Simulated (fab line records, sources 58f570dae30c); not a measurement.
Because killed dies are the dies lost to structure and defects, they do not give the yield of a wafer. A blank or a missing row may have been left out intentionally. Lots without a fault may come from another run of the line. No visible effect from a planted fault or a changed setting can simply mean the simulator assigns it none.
Lot-split experiment	flow berkeley cmos170	23 wafers read from 5 lots, route of 331 steps

== ABOUT THE SPLIT ==
At UCB170_NLDD_EXPOSE_03 (exposes mask NSELECT, target cd 1200 nm), the setting dose mj was moved away from the recipe's 30 on 6 of the 23 wafers read, by -3.5% to +5.3%. This setting was run at the recipe's value on the other wafers.

== FROM THE SPLIT TO THE READING: what the file shows between them, 2 steps ==
- UCB170_NLDD_PEB_04
- UCB170_NLDD_DEVELOP_05: develop time 45 s

== THE READING ==
cd nm (nm) at UCB170_NLDD_CD_MEAS_06, where the cd target is 1200 nm. On this fab line, fault-free wafers typically give 1199.6 nm with a standard deviation of 1.1 nm.

wafer	tool, chamber at the split	dose mj as run	against the recipe	cd nm, nm	against lot-mates on the recipe
L075.1	krf scanner-01, 0	30	recipe	1198.2	-
L075.2	krf scanner-01, 0	30	recipe	1200.4	-
L075.3	krf scanner-01, 0	31.5	+5.0%	1208.0	+8.7
L075.4	krf scanner-01, 0	30	recipe	1199.2	-
L075.5	krf scanner-01, 0	31.5	+5.0%	1207.7	+8.4
L079.1	krf scanner-01, 0	30	recipe	1197.6	-
L079.2	krf scanner-01, 0	28.94	-3.5%	1193.4	-5.5
L079.3	krf scanner-01, 0	30	recipe	1198.7	-
L079.4	krf scanner-01, 0	28.94	-3.5%	1193.8	-5.1
L079.5	krf scanner-01, 0	30	recipe	1200.3	-
L080.2	krf scanner-02, 0	30	recipe	1198.1	-
L080.3	krf scanner-02, 0	31.59	+5.3%	1207.7	+9.3
L080.4	krf scanner-02, 0	31.59	+5.3%	1208.9	+10.5
L080.5	krf scanner-02, 0	30	recipe	1198.6	-
L080.6	krf scanner-02, 0	30	recipe	1198.5	-
L082.2	krf scanner-01, 0	30	recipe	1198.8	-
L082.4	krf scanner-01, 0	30	recipe	1198.7	-
L082.6	krf scanner-01, 0	30	recipe	1200.3	-
L085.2	krf scanner-01, 0	30	recipe	1198.8	-
L085.3	krf scanner-01, 0	30	recipe	1199.1	-
L085.4	krf scanner-01, 0	30	recipe	1199.5	-
L085.5	krf scanner-01, 0	30	recipe	1198.6	-
L085.6	krf scanner-01, 0	30	recipe	1198.5	-

FIT RESULTS
A straight line over all 23 wafers: cd nm changes by +1.71 nm for each +1% of dose mj; r = +0.98; the points scatter about the line by 0.76 nm.
The same after taking each lot's own level away (the mean of its wafers on the recipe; 23 wafers): +1.72 nm for each +1%; r = +0.98; scatter 0.74 nm.
On that fit, the largest move of dose mj shifts the reading by 9.1 nm.
The span of the lots' own levels, 1198.40 to 1199.27 nm, comes to 0.8 times the standard deviation stated above.
Consequently the slope shifts little with the lot-to-lot level, the two slopes agreeing.
Check: with one of the wafers moved furthest among these (+5.3%) left out of the fit, the line predicts +9.27 nm for it against its lot-mates. It came out at +9.3 nm against them.

== FURTHER SPLITS ON THESE WAFERS ==
Before the reading, these wafers also passed through other splits. Each is held against what the fit with the lots' levels taken away leaves over:
other split on the same wafers	wafers away from the commonest value	r with cd nm (lot level and that fit taken away)
UCB170_NWELL_CVD_04 time s	18	+0.00
UCB170_NWELL_DEVELOP_11 dev temp c	7	+0.35
UCB170_PWELL_IMPLANT_15 dose cm2	5	+0.08
UCB170_WELLDRIVE_OXIDATION_01 ox time s	18	+0.14
UCB170_NVT_IMPLANT_07 energy kev	8	+0.12
UCB170_PLDD_IMPLANT_09 dose cm2	8	-0.05

== THE FILE'S OWN FIT ==
cd nm changes by +1.74 nm for each +1% of dose mj, r = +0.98.
